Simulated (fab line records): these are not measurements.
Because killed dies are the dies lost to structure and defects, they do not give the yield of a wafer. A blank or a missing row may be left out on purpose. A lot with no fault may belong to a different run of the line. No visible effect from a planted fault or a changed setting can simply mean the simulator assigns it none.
Matching of chambers    flow berkeleyCmos170    4 sister chambers for UCB170_M2_ETCH_17 on rieDiel-04
The step etches BARC in N2/H2. 16 wafers are shown with their chamber, then 8 later ones without.

== EACH WAFER AND ITS CHAMBER ==
wafer   chamber  drypumpMotorCurrentA (A)  throttleValvePct (%)  oesProductAu (a.u.)
L079.1  1        6.4                       13.33                 0.947
L079.2  2        5.4                       13.40                 0.945
L079.5  0        5.7                       13.57                 1.006
L081.1  2        5.4                       13.39                 0.958
L081.5  2        5.4                       13.38                 0.966
L081.6  1        6.4                       13.34                 0.942
L080.1  0        5.7                       13.55                 1.014
L080.2  1        6.3                       13.34                 0.950
L080.3  3        5.7                       13.15                 0.985
L086.2  0        5.7                       13.57                 1.005
L086.4  1        6.4                       13.34                 0.939
L086.6  2        5.4                       13.40                 0.956
L082.1  2        5.4                       13.39                 0.957
L082.3  3        5.7                       13.15                 0.985
L082.4  1        6.4                       13.35                 0.950
L087.2  3        5.7                       13.15                 0.978

SIGNATURES, as means of the wafers listed above
reading               chamber 0  chamber 1  chamber 2  chamber 3  scatter within a chamber
drypumpMotorCurrentA  5.700      6.380      5.400      5.700      0.0258
throttleValvePct      13.5633    13.3400    13.3920    13.1500    0.00789
oesProductAu          1.00833    0.94560    0.95640    0.98267    0.0058
Rule: for a wafer and a chamber, the distance is found by dividing, reading by reading, the gap between the wafer's reading and the chamber's mean by the reading's scatter, squaring, summing and taking the root. If the next closest chamber is less than 2 further off than the closest, the wafer can't be placed; otherwise it belongs to the closest. The scatter: take each reading less its chamber's mean, square it, sum over the shown wafers, divide by the number of wafers less the number of chambers, and take the root.

== WAFERS WITHOUT THEIR CHAMBER ==
wafer   drypumpMotorCurrentA (A)  throttleValvePct (%)  oesProductAu (a.u.)
L087.4  5.4                       13.40                 0.957
L087.5  5.8                       13.16                 0.993
L088.1  5.7                       13.57                 1.006
L088.4  5.4                       13.39                 0.958
L088.5  5.4                       13.38                 0.956
L091.1  6.4                       13.36                 0.950
L091.3  5.4                       13.41                 0.950
L091.6  5.7                       13.57                 1.015

== CHAMBER TAKEN BY EACH ==
wafer   from the rows above  in truth
L087.4  2                    2
L087.5  3                    3
L088.1  0                    0
L088.4  2                    2
L088.5  2                    2
L091.1  1                    1
L091.3  2                    2
L091.6  0                    0
Placed correctly: 8 of 8. Can't be placed from these rows: 0. Number placed wrongly: 0.
